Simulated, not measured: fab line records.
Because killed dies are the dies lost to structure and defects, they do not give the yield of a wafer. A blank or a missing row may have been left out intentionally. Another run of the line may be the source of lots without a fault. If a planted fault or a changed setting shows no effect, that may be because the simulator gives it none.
fab line records || flow rit-cmos
record {"lots": 6, "wafers": 18, "last-day": 8}
route steps=202 shown NWELL@28 PWELL@39 M1@202
lots that met no fault: taken from a fault-free run of the same line
start-h: hours from the record's first day to the start of the lot's first wafer shown || wait-h: hours from the lot's prior step to this one || " unchanged from the row above || L1.1+2: a row that stands for several wafers || - no value, or no start was given || * or withheld: withheld || < > ~ a bound
route shown NAME@n: NAME is a module with steps in the file, n the number in the route of the first one || usual: mean and standard deviation over wafers with no fault || same: alike in all rows || chamber/n: place in a boat || sites: per-site readings || _std_site: their standard deviation || _edge_site: outer sites' mean less inner sites' || radius-mm: how far each site lies from the wafer's centre || mask NAME#n: copy n || behind: the last tool/chamber to shape the wafer || hold: why the lot was held/for how many hours/how that ended || device: whichever transistor did not switch (one of n, p or np) || end of line: the route-end tests of the same wafers || where a step has no rows: the recipe by itself || killed: dies lost to structure and defects at the first sort, not the wafer's yield || map: the dies of a wafer, with x for killed, . for not killed, _ for no die there
set.NAME: setting as actually run; set.NAME@STEP: the setting as run at that earlier step || model.NAME: the simulator's own value behind a step, which no gauge read
certain route steps with their lots: each step a table, each wafer a row
services: a tool's chamber out of use, with start hour (start-h, from the record's first day; less than 0 if before it), hours out, and reason
## steps
# step RIT_NWELL_HMDS_00
# recipe {"prime-time-s": 60, "prime-temp-c": 140}
# step RIT_NWELL_COAT_01
# recipe {"resist": "NOVOLAK", "spin-rpm": 2000, "resist-thk-nm": 1300}
# step RIT_NWELL_SOFTBAKE_02
# recipe {"resist": "NOVOLAK", "temp-c": 90, "time-s": 60}
# step RIT_NWELL_EXPOSE_03
# recipe {"mask-id": "M2", "na": 0.57, "target-cd-nm": 43900, "dose-mj": 250}
# step RIT_NWELL_PEB_04
# recipe {"resist": "NOVOLAK", "temp-c": "withheld", "time-s": "withheld"}
# step RIT_NWELL_DEVELOP_05
# recipe {"resist": "NOVOLAK", "develop-time-s": 68, "dev-temp-c": 23}
# step RIT_NWELL_OVL_MEAS_06
# usual {"NWELL_OVL": "0.7/1.6"}
{"lot.wafer": "L972.1", "tool": "overlay-01", "chamber": "-", "start-h": 32.99, "wait-h": "-", "NWELL_OVL[nm]": 0.0}
{"lot.wafer": "L972.4", "tool": "overlay-01", "chamber": "-", "start-h": 32.99, "wait-h": "-", "NWELL_OVL[nm]": 0.7}
{"lot.wafer": "L972.5", "tool": "overlay-01", "chamber": "-", "start-h": 32.99, "wait-h": "-", "NWELL_OVL[nm]": -0.8}
{"lot.wafer": "L973.1", "tool": "overlay-01", "chamber": "-", "start-h": 37.31, "wait-h": "-", "NWELL_OVL[nm]": 3.9}
{"lot.wafer": "L973.2", "tool": "overlay-01", "chamber": "-", "start-h": 37.31, "wait-h": "-", "NWELL_OVL[nm]": 3.0}
{"lot.wafer": "L973.3", "tool": "overlay-01", "chamber": "-", "start-h": 37.31, "wait-h": "-", "NWELL_OVL[nm]": 3.2}
{"lot.wafer": "L977.4", "tool": "overlay-02", "chamber": "-", "start-h": 57.18, "wait-h": "-", "NWELL_OVL[nm]": 1.9}
{"lot.wafer": "L977.5", "tool": "overlay-02", "chamber": "-", "start-h": 57.18, "wait-h": "-", "NWELL_OVL[nm]": 1.5}
{"lot.wafer": "L977.6", "tool": "overlay-02", "chamber": "-", "start-h": 57.18, "wait-h": "-", "NWELL_OVL[nm]": 2.1}
{"lot.wafer": "L978.3", "tool": "overlay-01", "chamber": "-", "start-h": 66.48, "wait-h": "-", "NWELL_OVL[nm]": 3.6}
{"lot.wafer": "L978.4", "tool": "overlay-01", "chamber": "-", "start-h": 66.48, "wait-h": "-", "NWELL_OVL[nm]": 3.9}
{"lot.wafer": "L978.5", "tool": "overlay-01", "chamber": "-", "start-h": 66.48, "wait-h": "-", "NWELL_OVL[nm]": 2.4}
{"lot.wafer": "L991.2", "tool": "overlay-02", "chamber": "-", "start-h": 134.11, "wait-h": "-", "NWELL_OVL[nm]": 2.8}
{"lot.wafer": "L991.5", "tool": "overlay-02", "chamber": "-", "start-h": 134.11, "wait-h": "-", "NWELL_OVL[nm]": 0.8}
{"lot.wafer": "L991.6", "tool": "overlay-02", "chamber": "-", "start-h": 134.11, "wait-h": "-", "NWELL_OVL[nm]": 3.7}
{"lot.wafer": "L993.1", "tool": "overlay-01", "chamber": "-", "start-h": 148.31, "wait-h": "-", "NWELL_OVL[nm]": 2.1}
{"lot.wafer": "L993.2", "tool": "overlay-01", "chamber": "-", "start-h": 148.31, "wait-h": "-", "NWELL_OVL[nm]": -0.3}
{"lot.wafer": "L993.6", "tool": "overlay-01", "chamber": "-", "start-h": 148.31, "wait-h": "-", "NWELL_OVL[nm]": -0.5}
# step RIT_NWELL_HARDBAKE_07
# recipe {"resist": "NOVOLAK", "temp-c": 140, "time-s": 120}
# step RIT_NWELL_IMPLANT_08
# recipe {"species": "P", "energy-kev": 170, "dose-cm2": 5e+13, "tilt-deg": 7}
# step RIT_NWELL_STRIP_09
# recipe {"chemistry": "O2", "time-s": 180, "resist": "NOVOLAK", "platen-temp-c": "withheld", "power-w": 500, "pressure-mtorr": 4000, "o2-flow-sccm": 4000}
# usual {"drypump-motor-current-A": "5.7/0.46"}
{"lot.wafer": "L972.1", "tool": "plasma-asher-01", "chamber": 0, "start-h": 33.59, "wait-h": 0.1, "drypump-motor-current-A": 5.4, "rf-hours-counter-h": 38}
{"lot.wafer": "L972.4", "tool": "plasma-asher-01", "chamber": 0, "start-h": 33.59, "wait-h": 0.1, "drypump-motor-current-A": 5.4, "rf-hours-counter-h": "-"}
{"lot.wafer": "L972.5", "tool": "plasma-asher-01", "chamber": 1, "start-h": 33.59, "wait-h": 0.1, "drypump-motor-current-A": 6.0, "rf-hours-counter-h": "-"}
{"lot.wafer": "L973.1", "tool": "plasma-asher-01", "chamber": 1, "start-h": 37.74, "wait-h": 0.1, "drypump-motor-current-A": 6.0, "rf-hours-counter-h": 39}
{"lot.wafer": "L973.2", "tool": "plasma-asher-01", "chamber": 0, "start-h": 37.74, "wait-h": 0.1, "drypump-motor-current-A": 5.4, "rf-hours-counter-h": 39}
{"lot.wafer": "L973.3", "tool": "plasma-asher-01", "chamber": 0, "start-h": 37.74, "wait-h": 0.1, "drypump-motor-current-A": 5.4, "rf-hours-counter-h": "-"}
{"lot.wafer": "L977.4", "tool": "plasma-asher-03", "chamber": 1, "start-h": 57.66, "wait-h": 0.1, "drypump-motor-current-A": 5.0, "rf-hours-counter-h": "-"}
{"lot.wafer": "L977.5", "tool": "plasma-asher-03", "chamber": 0, "start-h": 57.66, "wait-h": 0.1, "drypump-motor-current-A": 6.3, "rf-hours-counter-h": "-"}
{"lot.wafer": "L977.6", "tool": "plasma-asher-03", "chamber": 1, "start-h": 57.66, "wait-h": 0.1, "drypump-motor-current-A": 5.0, "rf-hours-counter-h": "-"}
{"lot.wafer": "L978.3", "tool": "plasma-asher-03", "chamber": 1, "start-h": 66.96, "wait-h": 0.1, "drypump-motor-current-A": 5.0, "rf-hours-counter-h": "-"}
{"lot.wafer": "L978.4", "tool": "plasma-asher-03", "chamber": 0, "start-h": 66.96, "wait-h": 0.1, "drypump-motor-current-A": 6.3, "rf-hours-counter-h": "-"}
{"lot.wafer": "L978.5", "tool": "plasma-asher-03", "chamber": 0, "start-h": 66.96, "wait-h": 0.1, "drypump-motor-current-A": 6.3, "rf-hours-counter-h": "-"}
{"lot.wafer": "L991.2", "tool": "plasma-asher-04", "chamber": 1, "start-h": 134.54, "wait-h": 0.1, "drypump-motor-current-A": 6.1, "rf-hours-counter-h": 48}
{"lot.wafer": "L991.5", "tool": "plasma-asher-04", "chamber": 0, "start-h": 134.54, "wait-h": 0.1, "drypump-motor-current-A": 5.4, "rf-hours-counter-h": "-"}
{"lot.wafer": "L991.6", "tool": "plasma-asher-04", "chamber": 1, "start-h": 134.54, "wait-h": 0.1, "drypump-motor-current-A": 6.1, "rf-hours-counter-h": "-"}
{"lot.wafer": "L993.1", "tool": "plasma-asher-01", "chamber": 1, "start-h": 148.74, "wait-h": 0.1, "drypump-motor-current-A": 5.9, "rf-hours-counter-h": 3}
{"lot.wafer": "L993.2", "tool": "plasma-asher-01", "chamber": 0, "start-h": 148.74, "wait-h": 0.1, "drypump-motor-current-A": 5.4, "rf-hours-counter-h": 3}
{"lot.wafer": "L993.6", "tool": "plasma-asher-01", "chamber": 0, "start-h": 148.74, "wait-h": 0.1, "drypump-motor-current-A": 5.4, "rf-hours-counter-h": "-"}
# step RIT_NWELL_TW_MEAS_10
# usual {"NWELL_TW": "2136/34"}
{"lot.wafer": "L972.1", "tool": "film-metro-02", "chamber": "-", "start-h": 33.77, "wait-h": 0.1, "NWELL_TW": 2130}
{"lot.wafer": "L972.4", "tool": "film-metro-02", "chamber": "-", "start-h": 33.77, "wait-h": 0.1, "NWELL_TW": 2139}
{"lot.wafer": "L972.5", "tool": "film-metro-02", "chamber": "-", "start-h": 33.77, "wait-h": 0.1, "NWELL_TW": 2143}
{"lot.wafer": "L973.1", "tool": "film-metro-02", "chamber": "-", "start-h": 37.92, "wait-h": 0.1, "NWELL_TW": 2149}
{"lot.wafer": "L973.2", "tool": "film-metro-02", "chamber": "-", "start-h": 37.92, "wait-h": 0.1, "NWELL_TW": 2135}
{"lot.wafer": "L973.3", "tool": "film-metro-02", "chamber": "-", "start-h": 37.92, "wait-h": 0.1, "NWELL_TW": 2137}
{"lot.wafer": "L977.4", "tool": "film-metro-04", "chamber": "-", "start-h": 57.81, "wait-h": 0.1, "NWELL_TW": 2084}
{"lot.wafer": "L977.5", "tool": "film-metro-04", "chamber": "-", "start-h": 57.81, "wait-h": 0.1, "NWELL_TW": 2078}
{"lot.wafer": "L977.6", "tool": "film-metro-04", "chamber": "-", "start-h": 57.81, "wait-h": 0.1, "NWELL_TW": 2089}
{"lot.wafer": "L978.3", "tool": "film-metro-02", "chamber": "-", "start-h": 67.09, "wait-h": 0.1, "NWELL_TW": 2162}
{"lot.wafer": "L978.4", "tool": "film-metro-02", "chamber": "-", "start-h": 67.09, "wait-h": 0.1, "NWELL_TW": 2160}
{"lot.wafer": "L978.5", "tool": "film-metro-02", "chamber": "-", "start-h": 67.09, "wait-h": 0.1, "NWELL_TW": 2165}
{"lot.wafer": "L991.2", "tool": "film-metro-04", "chamber": "-", "start-h": 134.73, "wait-h": 0.1, "NWELL_TW": 2086}
{"lot.wafer": "L991.5", "tool": "film-metro-04", "chamber": "-", "start-h": 134.73, "wait-h": 0.1, "NWELL_TW": 2082}
{"lot.wafer": "L991.6", "tool": "film-metro-04", "chamber": "-", "start-h": 134.73, "wait-h": 0.1, "NWELL_TW": 2083}
{"lot.wafer": "L993.1", "tool": "film-metro-03", "chamber": "-", "start-h": 148.92, "wait-h": 0.1, "NWELL_TW": 2166}
{"lot.wafer": "L993.2", "tool": "film-metro-03", "chamber": "-", "start-h": 148.92, "wait-h": 0.1, "NWELL_TW": 2163}
{"lot.wafer": "L993.6", "tool": "film-metro-03", "chamber": "-", "start-h": 148.92, "wait-h": 0.1, "NWELL_TW": 2168}
# step RIT_PWELL_HMDS_00
# recipe {"prime-time-s": 60, "prime-temp-c": 140}
# step RIT_PWELL_COAT_01
# recipe {"resist": "NOVOLAK", "spin-rpm": 2000, "resist-thk-nm": 1300}
# usual {"exhaust-pa": "45.0/1.1", "spin-speed-rpm": "2000.2/1.3"}
{"lot.wafer": "L972.1", "tool": "litho-track-01", "chamber": 0, "start-h": 34.07, "wait-h": 0.1, "exhaust-pa": 44.3, "spin-speed-rpm": 2001.3, "model.NOVOLAK_of_PWELL_COAT_01.thk-nm": 1303}
{"lot.wafer": "L972.4", "tool": "litho-track-01", "chamber": 0, "start-h": 34.07, "wait-h": 0.1, "exhaust-pa": 44.9, "spin-speed-rpm": 2000.7, "model.NOVOLAK_of_PWELL_COAT_01.thk-nm": 1301}
{"lot.wafer": "L972.5", "tool": "litho-track-01", "chamber": 0, "start-h": 34.07, "wait-h": 0.1, "exhaust-pa": 43.1, "spin-speed-rpm": 2000.1, "model.NOVOLAK_of_PWELL_COAT_01.thk-nm": 1305}
{"lot.wafer": "L973.1", "tool": "litho-track-03", "chamber": 0, "start-h": 38.13, "wait-h": 0.1, "exhaust-pa": 44.1, "spin-speed-rpm": 2000.0, "model.NOVOLAK_of_PWELL_COAT_01.thk-nm": 1302}
{"lot.wafer": "L973.2", "tool": "litho-track-03", "chamber": 0, "start-h": 38.13, "wait-h": 0.1, "exhaust-pa": 45.7, "spin-speed-rpm": 1999.9, "model.NOVOLAK_of_PWELL_COAT_01.thk-nm": 1298}
{"lot.wafer": "L973.3", "tool": "litho-track-03", "chamber": 0, "start-h": 38.13, "wait-h": 0.1, "exhaust-pa": 46.3, "spin-speed-rpm": 2000.7, "model.NOVOLAK_of_PWELL_COAT_01.thk-nm": 1301}
{"lot.wafer": "L977.4", "tool": "litho-track-04", "chamber": 0, "start-h": 58.06, "wait-h": 0.1, "exhaust-pa": 43.8, "spin-speed-rpm": 2000.9, "model.NOVOLAK_of_PWELL_COAT_01.thk-nm": 1295}
{"lot.wafer": "L977.5", "tool": "litho-track-04", "chamber": 0, "start-h": 58.06, "wait-h": 0.1, "exhaust-pa": 44.4, "spin-speed-rpm": 2000.5, "model.NOVOLAK_of_PWELL_COAT_01.thk-nm": 1296}
{"lot.wafer": "L977.6", "tool": "litho-track-04", "chamber": 0, "start-h": 58.06, "wait-h": 0.1, "exhaust-pa": 44.0, "spin-speed-rpm": 1998.0, "model.NOVOLAK_of_PWELL_COAT_01.thk-nm": 1294}
{"lot.wafer": "L978.3", "tool": "litho-track-03", "chamber": 0, "start-h": 67.33, "wait-h": 0.1, "exhaust-pa": 43.7, "spin-speed-rpm": 1999.9, "model.NOVOLAK_of_PWELL_COAT_01.thk-nm": 1300}
{"lot.wafer": "L978.4", "tool": "litho-track-03", "chamber": 0, "start-h": 67.33, "wait-h": 0.1, "exhaust-pa": 45.0, "spin-speed-rpm": 1998.1, "model.NOVOLAK_of_PWELL_COAT_01.thk-nm": 1297}
{"lot.wafer": "L978.5", "tool": "litho-track-03", "chamber": 0, "start-h": 67.33, "wait-h": 0.1, "exhaust-pa": 43.5, "spin-speed-rpm": 1999.9, "model.NOVOLAK_of_PWELL_COAT_01.thk-nm": 1297}
{"lot.wafer": "L991.2", "tool": "litho-track-01", "chamber": 0, "start-h": 135.00, "wait-h": 0.1, "exhaust-pa": 45.1, "spin-speed-rpm": 1379.1, "model.NOVOLAK_of_PWELL_COAT_01.thk-nm": 1562}
{"lot.wafer": "L991.5", "tool": "litho-track-01", "chamber": 0, "start-h": 135.00, "wait-h": 0.1, "exhaust-pa": 46.1, "spin-speed-rpm": 1379.6, "model.NOVOLAK_of_PWELL_COAT_01.thk-nm": 1563}
{"lot.wafer": "L991.6", "tool": "litho-track-01", "chamber": 0, "start-h": 135.00, "wait-h": 0.1, "exhaust-pa": 45.3, "spin-speed-rpm": 1379.1, "model.NOVOLAK_of_PWELL_COAT_01.thk-nm": 1559}
{"lot.wafer": "L993.1", "tool": "litho-track-01", "chamber": 0, "start-h": 149.13, "wait-h": 0.1, "exhaust-pa": 46.2, "spin-speed-rpm": 1380.5, "model.NOVOLAK_of_PWELL_COAT_01.thk-nm": 1568}
{"lot.wafer": "L993.2", "tool": "litho-track-01", "chamber": 0, "start-h": 149.13, "wait-h": 0.1, "exhaust-pa": 47.2, "spin-speed-rpm": 1381.8, "model.NOVOLAK_of_PWELL_COAT_01.thk-nm": 1568}
{"lot.wafer": "L993.6", "tool": "litho-track-01", "chamber": 0, "start-h": 149.13, "wait-h": 0.1, "exhaust-pa": 46.0, "spin-speed-rpm": 1380.2, "model.NOVOLAK_of_PWELL_COAT_01.thk-nm": 1570}
# step RIT_PWELL_SOFTBAKE_02
# recipe {"resist": "NOVOLAK", "temp-c": 90, "time-s": 60}
# step RIT_PWELL_EXPOSE_03
# recipe {"mask-id": "M3", "na": 0.57, "target-cd-nm": 43700, "dose-mj": 250}
# step RIT_PWELL_PEB_04
# recipe {"resist": "NOVOLAK", "temp-c": "withheld", "time-s": "withheld"}
# step RIT_PWELL_DEVELOP_05
# recipe {"resist": "NOVOLAK", "develop-time-s": 68, "dev-temp-c": 23}
# step RIT_PWELL_OVL_MEAS_06
# usual {"PWELL_OVL": "0.1/1.2"}
{"lot.wafer": "L972.1", "tool": "overlay-01", "chamber": "-", "start-h": 34.80, "wait-h": "-", "PWELL_OVL[nm]": -0.8}
{"lot.wafer": "L972.4", "tool": "overlay-01", "chamber": "-", "start-h": 34.80, "wait-h": "-", "PWELL_OVL[nm]": -0.7}
{"lot.wafer": "L972.5", "tool": "overlay-01", "chamber": "-", "start-h": 34.80, "wait-h": "-", "PWELL_OVL[nm]": -1.4}
{"lot.wafer": "L973.1", "tool": "overlay-02", "chamber": "-", "start-h": 38.98, "wait-h": "-", "PWELL_OVL[nm]": -0.3}
{"lot.wafer": "L973.2", "tool": "overlay-02", "chamber": "-", "start-h": 38.98, "wait-h": "-", "PWELL_OVL[nm]": 0.8}
{"lot.wafer": "L973.3", "tool": "overlay-02", "chamber": "-", "start-h": 38.98, "wait-h": "-", "PWELL_OVL[nm]": 1.6}
{"lot.wafer": "L977.4", "tool": "overlay-02", "chamber": "-", "start-h": 58.86, "wait-h": "-", "PWELL_OVL[nm]": -1.7}
{"lot.wafer": "L977.5", "tool": "overlay-02", "chamber": "-", "start-h": 58.86, "wait-h": "-", "PWELL_OVL[nm]": 0.9}
{"lot.wafer": "L977.6", "tool": "overlay-02", "chamber": "-", "start-h": 58.86, "wait-h": "-", "PWELL_OVL[nm]": 0.9}
{"lot.wafer": "L978.3", "tool": "overlay-01", "chamber": "-", "start-h": 68.15, "wait-h": "-", "PWELL_OVL[nm]": 1.1}
{"lot.wafer": "L978.4", "tool": "overlay-01", "chamber": "-", "start-h": 68.15, "wait-h": "-", "PWELL_OVL[nm]": -1.4}
{"lot.wafer": "L978.5", "tool": "overlay-01", "chamber": "-", "start-h": 68.15, "wait-h": "-", "PWELL_OVL[nm]": 0.3}
{"lot.wafer": "L991.2", "tool": "overlay-01", "chamber": "-", "start-h": 135.97, "wait-h": "-", "PWELL_OVL[nm]": -0.6}
{"lot.wafer": "L991.5", "tool": "overlay-01", "chamber": "-", "start-h": 135.97, "wait-h": "-", "PWELL_OVL[nm]": -0.7}
{"lot.wafer": "L991.6", "tool": "overlay-01", "chamber": "-", "start-h": 135.97, "wait-h": "-", "PWELL_OVL[nm]": -0.6}
{"lot.wafer": "L993.1", "tool": "overlay-01", "chamber": "-", "start-h": 150.24, "wait-h": "-", "PWELL_OVL[nm]": -1.4}
{"lot.wafer": "L993.2", "tool": "overlay-01", "chamber": "-", "start-h": 150.24, "wait-h": "-", "PWELL_OVL[nm]": -2.4}
{"lot.wafer": "L993.6", "tool": "overlay-01", "chamber": "-", "start-h": 150.24, "wait-h": "-", "PWELL_OVL[nm]": -2.3}
# step RIT_PWELL_HARDBAKE_07
# recipe {"resist": "NOVOLAK", "temp-c": 140, "time-s": 120}
# usual {"exhaust-pa": "45.0/0.85", "plate-temp-C": "140.00/0.14"}
{"lot.wafer": "L972.1", "tool": "litho-track-01", "chamber": 0, "start-h": 34.84, "wait-h": 0.0, "exhaust-pa": 44.1, "plate-temp-C": 140.11, "model.NOVOLAK_of_PWELL_COAT_01.thk-nm": 1139}
{"lot.wafer": "L972.4", "tool": "litho-track-01", "chamber": 0, "start-h": 34.84, "wait-h": 0.0, "exhaust-pa": 45.7, "plate-temp-C": 140.06, "model.NOVOLAK_of_PWELL_COAT_01.thk-nm": 1138}
{"lot.wafer": "L972.5", "tool": "litho-track-01", "chamber": 0, "start-h": 34.84, "wait-h": 0.0, "exhaust-pa": 45.3, "plate-temp-C": 139.98, "model.NOVOLAK_of_PWELL_COAT_01.thk-nm": 1141}
{"lot.wafer": "L973.1", "tool": "litho-track-04", "chamber": 0, "start-h": 39.02, "wait-h": 0.0, "exhaust-pa": 45.7, "plate-temp-C": 139.93, "model.NOVOLAK_of_PWELL_COAT_01.thk-nm": 1139}
{"lot.wafer": "L973.2", "tool": "litho-track-04", "chamber": 0, "start-h": 39.02, "wait-h": 0.0, "exhaust-pa": 45.3, "plate-temp-C": 140.00, "model.NOVOLAK_of_PWELL_COAT_01.thk-nm": 1135}
{"lot.wafer": "L973.3", "tool": "litho-track-04", "chamber": 0, "start-h": 39.02, "wait-h": 0.0, "exhaust-pa": 45.7, "plate-temp-C": 139.87, "model.NOVOLAK_of_PWELL_COAT_01.thk-nm": 1138}
{"lot.wafer": "L977.4", "tool": "litho-track-03", "chamber": 0, "start-h": 59.00, "wait-h": 0.1, "exhaust-pa": 46.7, "plate-temp-C": 139.94, "model.NOVOLAK_of_PWELL_COAT_01.thk-nm": 1133}
{"lot.wafer": "L977.5", "tool": "litho-track-03", "chamber": 0, "start-h": 59.00, "wait-h": 0.1, "exhaust-pa": 45.0, "plate-temp-C": 139.99, "model.NOVOLAK_of_PWELL_COAT_01.thk-nm": 1134}
{"lot.wafer": "L977.6", "tool": "litho-track-03", "chamber": 0, "start-h": 59.00, "wait-h": 0.1, "exhaust-pa": 46.6, "plate-temp-C": 140.05, "model.NOVOLAK_of_PWELL_COAT_01.thk-nm": 1132}
{"lot.wafer": "L978.3", "tool": "litho-track-03", "chamber": 0, "start-h": 68.26, "wait-h": 0.1, "exhaust-pa": 45.7, "plate-temp-C": 140.20, "model.NOVOLAK_of_PWELL_COAT_01.thk-nm": 1137}
{"lot.wafer": "L978.4", "tool": "litho-track-03", "chamber": 0, "start-h": 68.26, "wait-h": 0.1, "exhaust-pa": 45.2, "plate-temp-C": 140.16, "model.NOVOLAK_of_PWELL_COAT_01.thk-nm": 1134}
{"lot.wafer": "L978.5", "tool": "litho-track-03", "chamber": 0, "start-h": 68.26, "wait-h": 0.1, "exhaust-pa": 45.6, "plate-temp-C": 140.17, "model.NOVOLAK_of_PWELL_COAT_01.thk-nm": 1134}
{"lot.wafer": "L991.2", "tool": "litho-track-04", "chamber": 0, "start-h": 136.04, "wait-h": 0.1, "exhaust-pa": 44.5, "plate-temp-C": 139.83, "model.NOVOLAK_of_PWELL_COAT_01.thk-nm": 1362}
{"lot.wafer": "L991.5", "tool": "litho-track-04", "chamber": 0, "start-h": 136.04, "wait-h": 0.1, "exhaust-pa": 45.8, "plate-temp-C": 140.09, "model.NOVOLAK_of_PWELL_COAT_01.thk-nm": 1363}
{"lot.wafer": "L991.6", "tool": "litho-track-04", "chamber": 0, "start-h": 136.04, "wait-h": 0.1, "exhaust-pa": 44.5, "plate-temp-C": 140.02, "model.NOVOLAK_of_PWELL_COAT_01.thk-nm": 1360}
{"lot.wafer": "L993.1", "tool": "litho-track-01", "chamber": 0, "start-h": 150.28, "wait-h": 0.0, "exhaust-pa": 44.5, "plate-temp-C": 140.04, "model.NOVOLAK_of_PWELL_COAT_01.thk-nm": 1368}
{"lot.wafer": "L993.2", "tool": "litho-track-01", "chamber": 0, "start-h": 150.28, "wait-h": 0.0, "exhaust-pa": 44.2, "plate-temp-C": 140.04, "model.NOVOLAK_of_PWELL_COAT_01.thk-nm": 1368}
{"lot.wafer": "L993.6", "tool": "litho-track-01", "chamber": 0, "start-h": 150.28, "wait-h": 0.0, "exhaust-pa": 44.6, "plate-temp-C": 140.01, "model.NOVOLAK_of_PWELL_COAT_01.thk-nm": 1369}
# step RIT_PWELL_IMPLANT_08
# recipe {"species": "B", "energy-kev": 170, "dose-cm2": 7e+13, "tilt-deg": 7}
# step RIT_M1_PROBE_99
# usual {"killed-at-contacts": "0.1/0.24", "killed-at-front-end": "7/3.1", "killed-dies": "7/3.1", "killed-open": "3.3/1.9", "killed-short": "3.9/2.1"}
# same {"gross-dies": 264, "killed_at_M0_to_M3": 0, "killed_at_M4_up": 0, "killed-at-back-side": 0, "killed-at-other": 0}
{"lot.wafer": "L978.3", "tool": "prober-01", "chamber": "-", "start-h": 105.88, "wait-h": 0.2, "killed-at-contacts": 0, "killed-at-front-end": 9, "killed-dies": 9, "killed-open": 4, "killed-short": 5}
{"lot.wafer": "L978.4", "tool": "prober-01", "chamber": "-", "start-h": 105.93, "wait-h": 0.2, "killed-at-contacts": 0, "killed-at-front-end": 6, "killed-dies": 6, "killed-open": 1, "killed-short": 5}
{"lot.wafer": "L978.5", "tool": "prober-01", "chamber": "-", "start-h": 105.98, "wait-h": 0.2, "killed-at-contacts": 0, "killed-at-front-end": 12, "killed-dies": 12, "killed-open": 6, "killed-short": 6}
# killed by level:class
L978.3 GATE:geometric-particle:open=2 GATE:geometric-particle:short=2 FOX2:geometric-particle:short=1 REOX:geometric-particle:short=1 SPACER:geometric-particle:open=1 SILICIDE:geometric-particle:open=1 SILICIDE:geometric-particle:short=1
L978.4 REOX:geometric-particle:short=3 GATE:geometric-particle:short=2 SILICIDE:geometric-particle:open=1
L978.5 GATE:geometric-particle:open=5 GATE:geometric-particle:short=2 REOX:geometric-particle:short=2 FOX2:geometric-particle:short=1 SPACER:geometric-particle:open=1 SILICIDE:geometric-particle:short=1
## services
{"tool": "plasma-asher-03", "chamber": "-", "start-h": 27.16, "hours": 14.6, "kind": "pm"}
{"tool": "plasma-asher-04", "chamber": "-", "start-h": 35.24, "hours": 10.0, "kind": "pm"}
{"tool": "plasma-asher-04", "chamber": "-", "start-h": 47.58, "hours": 3.2, "kind": "repair"}
{"tool": "plasma-asher-01", "chamber": "-", "start-h": 108.75, "hours": 9.0, "kind": "pm"}
{"tool": "plasma-asher-01", "chamber": 0, "start-h": 108.75, "hours": 9.0, "kind": "vent-cycle"}
{"tool": "plasma-asher-01", "chamber": 1, "start-h": 108.75, "hours": 9.0, "kind": "vent-cycle"}
{"tool": "plasma-asher-03", "chamber": "-", "start-h": 112.93, "hours": 2.7, "kind": "repair"}
{"tool": "plasma-asher-04", "chamber": "-", "start-h": 116.94, "hours": 2.9, "kind": "repair"}
{"tool": "plasma-asher-01", "chamber": 0, "start-h": 117.75, "hours": "-", "kind": "clean"}
{"tool": "plasma-asher-01", "chamber": 1, "start-h": 117.75, "hours": "-", "kind": "clean"}
## key
first-sign {"step": "RIT_PWELL_COAT_01", "reading": "spin-speed-rpm", "direction": "down", "sigmas": "99+", "usual": 2000.2, "struck": 1380.0}
effect none on later readings
model-effect {"step": "RIT_PWELL_COAT_01", "value": "NOVOLAK_of_PWELL_COAT_01.thk-nm", "without": 1300, "struck": 1565}
model-effect {"step": "RIT_PWELL_HARDBAKE_07", "value": "NOVOLAK_of_PWELL_COAT_01.thk-nm", "without": 1137, "struck": 1365}
met-at RIT_PWELL_COAT_01
struck-wafers L991.2,L991.5,L991.6,L993.1,L993.2,L993.6
tester-left-out L991,L993
onset-between 34.07 135.00
fault {"kind": "process-parameter-drift", "tool": "litho-track-01", "chamber": "-", "onset-h": 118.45, "steps": "RIT_PWELL_COAT_01", "channel": "spin-rpm", "offset": -620.66, "shape": "step", "end-h": 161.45, "acts-in": "these-recipes-only", "stated": 2000}
# tester-left-out: of these lots the tester's yield and bins aren't shown, on N5 and GAA mostly nor the transistor test; their killed dies are dies lost to structure and defects alone, not to doping, threshold or leakage, so they don't give the yield
